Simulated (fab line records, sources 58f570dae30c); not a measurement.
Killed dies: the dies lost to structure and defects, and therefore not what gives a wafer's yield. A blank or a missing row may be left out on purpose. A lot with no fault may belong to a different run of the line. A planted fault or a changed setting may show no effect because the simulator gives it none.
One fault seen from 2 desks -- flow berkeleyCmos170 -- what lay behind the numbers comes last; until then each desk has only its own

## FROM THE METROLOGY DESK
What the gauges read, lot by lot, whatever tool the lot ran on: means of the sampled wafers that have a number. Marked OUT: a lot whose mean sits more than 4 standard deviations from the usual mean, which makes it out of limits; the brackets give that distance.
Columns: A = M2_AL_RS at UCB170_M2_RS_MEAS_02, usual 0.0321 ohm/sq; B = M3_BOW at UCB170_M3_BOW_MEAS_20, usual 36 um
lot,first seen here,A,B
L672,day 7 05:08,0.0321,38
L674,day 7 12:26,0.0321,32
L676,day 8 05:59,0.0326,34
L678,day 8 19:07,0.0323,43
L679,day 8 19:23,0.0322,34
L680,day 9 01:47,0.0323,35
L682,day 9 09:46,0.0322,35
L687,day 10 11:05,0.0321,40
L686,day 10 11:13,0.0318,35
L688,day 11 03:37,0.0323,41
L689,day 11 04:01,0.0320,39
L692,day 11 04:17,0.0320,25
L691,day 11 04:25,0.0326,39
L695,day 12 07:04,0.0323,30
L693,day 12 07:26,0.0320,45
Result from this desk: across the 15 lots, nothing is out of limits.

## DESK OF THE TOOL OWNER: rieMetal-02
The tool's own readings at UCB170_M2_METAL_ETCH_18 (etches Al in Cl2/BCl3, stops on SiO2, target depth 1170 nm, time 195 s): means of the sampled wafers that have a number, for each lot that ran on this tool. Marked OUT: a lot whose mean sits more than 4 standard deviations from the usual mean, which makes it out of limits; the brackets give that distance.
Columns: A = chamberPressureMTorr at UCB170_M2_METAL_ETCH_18, usual 12.000 mTorr; B = drypumpMotorCurrentA at UCB170_M2_METAL_ETCH_18, usual 5.2 A; C = heBacksideLeakSccm at UCB170_M2_METAL_ETCH_18, usual 3.35 sccm; D = oesProductAu at UCB170_M2_METAL_ETCH_18, usual 0.849 a.u.; E = throttleValvePct at UCB170_M2_METAL_ETCH_18, usual 24.48 %
lot,first seen here,A,B,C,D,E
L674,day 7 15:28,12.010,4.9,3.34,0.844,24.48
L679,day 8 21:27,12.008,5.2,3.39,0.837,24.35
L680,day 9 03:57,12.006,5.3,3.42,0.834,24.31
L682,day 9 12:23,11.993,5.1,3.22,0.839,24.38
Result from this desk: across the 4 lots, nothing is out of limits.

## ALL TOGETHER
At the metrology desk, nothing out of limits was observed.
The tool owner's desk saw nothing out of limits.

## WHAT THE SIMULATOR HAD INSERTED
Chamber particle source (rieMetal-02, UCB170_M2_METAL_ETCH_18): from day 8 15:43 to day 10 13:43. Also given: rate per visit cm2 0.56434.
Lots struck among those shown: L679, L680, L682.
